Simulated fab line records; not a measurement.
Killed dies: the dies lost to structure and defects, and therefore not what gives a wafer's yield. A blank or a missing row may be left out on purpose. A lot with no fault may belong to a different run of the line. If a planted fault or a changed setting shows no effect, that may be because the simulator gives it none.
A single fault, viewed from 2 desks | flow berkeleyCmos170 | what lay behind the numbers comes last; until then each desk has only its own

== THE TOOL OWNER'S DESK: rieDiel-02 ==
The tool's own readings at UCB170_SPACER_ETCHBACK_03 (etches SiO2 in CHF3/CF4/Ar, stops on Si, target depth 376 nm, time 100 s): means of the sampled wafers that have a number, for each lot that ran on this tool. Marked OUT: a lot whose mean sits more than 4 standard deviations from the usual mean, which makes it out of limits; the brackets give that distance.
Columns: A = chamberPressureMTorr at UCB170_SPACER_ETCHBACK_03, usual 199.99 mTorr; B = drypumpMotorCurrentA at UCB170_SPACER_ETCHBACK_03, usual 5.5 A; C = oesProductAu at UCB170_SPACER_ETCHBACK_03, usual 0.909 a.u.; D = runLengthS at UCB170_SPACER_ETCHBACK_03, usual 128.5 s; E = throttleValvePct at UCB170_SPACER_ETCHBACK_03, usual 6.51 %
lot  | first seen here | A      | B   | C     | D               | E
L552 | day 9 00:16     | 199.84 | 5.3 | 0.897 | 128.1           | 6.56
L553 | day 9 12:28     | 200.04 | 5.2 | 0.891 | 128.2           | 6.50
L558 | day 10 14:37    | 199.78 | 5.2 | 0.933 | 122.5 (-13) OUT | 6.55
L561 | day 11 12:28    | 200.01 | 5.0 | 0.905 | 128.7           | 6.53
This desk's finding: out of limits on L558; first on L558, day 10 14:37 (runLengthS at UCB170_SPACER_ETCHBACK_03). Within limits: L552, L553, L561.

== THE METROLOGY DESK ==
Means of the sampled wafers that have a number, per lot and without regard to the tool the lot ran on: this is what the gauges read. Marked OUT: a lot whose mean sits more than 4 standard deviations from the usual mean, which makes it out of limits; the brackets give that distance.
Columns: A = cdNm at UCB170_GATE_CD_MEAS_12, usual 350.0 nm; B = PSD_OVL at UCB170_PSD_OVL_MEAS_07, usual 0 nm; C = PSD_TW at UCB170_PSD_TW_MEAS_10, usual 2332
lot  | first seen here | A     | B  | C
L544 | day 7 15:30     | 350.9 | -2 | 2331
L545 | day 7 20:12     | 349.6 | -1 | 2331
L547 | day 8 02:13     | 347.1 | 3  | 2330
L552 | day 8 12:10     | 350.4 | 5  | 2339
L549 | day 8 12:28     | 349.3 | -3 | 2331
L553 | day 9 03:05     | 348.0 | 5  | 2339
L554 | day 9 13:02     | 347.4 | -5 | 2324
L558 | day 10 02:38    | 351.3 | -8 | 2325
L562 | day 11 01:40    | 349.9 | 1  | 2341
L561 | day 11 01:57    | 351.2 | 4  | 2332
L563 | day 11 02:01    | 349.0 | -0 | 2344
L565 | day 11 23:47    | 350.4 | 2  | 2329
L567 | day 12 11:17    | 352.5 | 3  | 2332
Result from this desk: across the 13 lots, nothing is out of limits.

== BROUGHT TOGETHER ==
The tool owner's desk had the chance to raise an alarm at day 10 14:37 on L558.
The metrology desk saw nothing out of limits.
The metrology desk holds a record of L558, inside its limits.
The lots listed all ran UCB170_SPACER_ETCHBACK_03 on rieDiel-02.

== WHAT THE SIMULATOR HAD INSERTED ==
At UCB170_SPACER_ETCHBACK_03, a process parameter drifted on rieDiel-02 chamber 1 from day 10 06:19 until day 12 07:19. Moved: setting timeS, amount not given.
Struck lots among those shown: L558.
Time in hours from fault onset to the first out-of-limits reading at each desk: the tool owner's desk, 8.
